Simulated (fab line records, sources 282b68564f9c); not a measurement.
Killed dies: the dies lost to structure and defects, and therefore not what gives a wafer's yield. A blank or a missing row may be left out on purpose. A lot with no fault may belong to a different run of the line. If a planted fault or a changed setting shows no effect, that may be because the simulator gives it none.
What tool caused it? -- flow rit-cmos -- 7 lots, 21 wafers sampled, at 1 step of a route of 202

## WHAT THE GAUGES READ, wafer by wafer
RIT_NWELL_OVL_MEAS_06.
lot,measured,on,NWELL_OVL (nm)
L316,day 2 02:30,overlay-02,0.6 -1.0 0.8
L321,day 3 04:49,overlay-02,-0.6 1.0 -0.2
L323,day 3 15:52,overlay-01,2.1 0.9 0.5
L327,day 4 10:55,overlay-02,-1.7 -0.4 -1.0
L330,day 5 02:03,overlay-02,-2.1 -2.1 -1.9
L336,day 6 08:10,overlay-01,-1.0 -0.8 -0.6
L338,day 6 19:08,overlay-02,-1.2 -2.4 -2.1

## EACH LOT AND THE TOOL THAT RAN IT (in order: tool; ch and the chambers of the sampled wafers; start)
No process step before these readings appears in the record.

## THE ANSWER, worked out from the rows above alone
Rule: the usual values come from the lots themselves. The widest of any qualifying gaps counts: lots, ordered by their means at a reading, are off when they make up no more than a third of the lots, leave a main group of 4 or more, and stand apart from it by 3 or more times the standard deviation of that group's means. The tables above print the reading to a certain number of digits; a main group whose means all agree to those digits is not used. A lot without any number at a reading at which 4 lots or more have one is off too. Where the step has rows for the other lots, those lots are counted as sound.
Nothing can be told from this: no lot is off at any reading shown.

## WHAT HAD BEEN PUT IN BY THE SIMULATOR
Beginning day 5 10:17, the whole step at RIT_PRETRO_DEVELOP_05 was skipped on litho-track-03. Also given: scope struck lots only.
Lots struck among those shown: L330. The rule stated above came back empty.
